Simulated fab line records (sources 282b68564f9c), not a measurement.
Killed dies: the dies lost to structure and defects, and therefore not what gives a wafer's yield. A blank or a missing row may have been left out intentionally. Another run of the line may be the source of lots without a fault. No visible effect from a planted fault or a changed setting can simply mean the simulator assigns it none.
Chamber matching	flow ritCmos	RIT_CONTACT_ETCH_11 on rieDiel-01 has 4 sister chambers
The step etches SiO2 in CHF3/CF4/Ar, stops on TiSi2, target depth 480 nm, time 320 s. 8 wafers are shown with their chamber, then 7 later ones without.

EACH WAFER AND ITS CHAMBER
wafer	chamber	throttleValvePct (%)	oesProductAu (a.u.)
L357.2	2	9.05	0.961
L357.6	0	8.68	0.983
L358.6	1	8.71	0.989
L360.1	3	8.96	0.996
L360.2	0	8.70	0.970
L360.6	2	9.06	0.966
L363.3	1	8.69	0.984
L363.4	3	8.97	0.996

WAFERS WITHOUT THEIR CHAMBER
wafer	throttleValvePct (%)	oesProductAu (a.u.)
L363.6	8.96	0.992
L367.2	8.93	0.992
L367.3	8.69	0.977
L367.4	8.71	0.994
L376.1	9.04	0.956
L376.2	8.94	0.983
L376.6	9.07	0.953

CHAMBER TAKEN BY EACH
wafer	from the rows above	in truth
L363.6	3	3
L367.2	3	3
L367.3	can't be placed: 0 or 1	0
L367.4	1	1
L376.1	2	2
L376.2	3	3
L376.6	2	2
Correctly placed: 6 of 7. These rows do not allow placing 1 (true chamber among the candidates in 1). 0 placed wrongly.
How it was worked out, from the rows above alone: a wafer's distance from a chamber is the root of the sum, over the readings, of the square of ((its reading less the chamber's mean) divided by the reading's scatter). The wafer belongs to the nearest chamber; if the next one is less than 2 further off, it can't be placed. A chamber's mean is the mean of its shown wafers. The scatter is the square root of a quotient: the sum, over the shown wafers, of each reading's squared deviation from its chamber's mean, divided by wafers minus chambers.
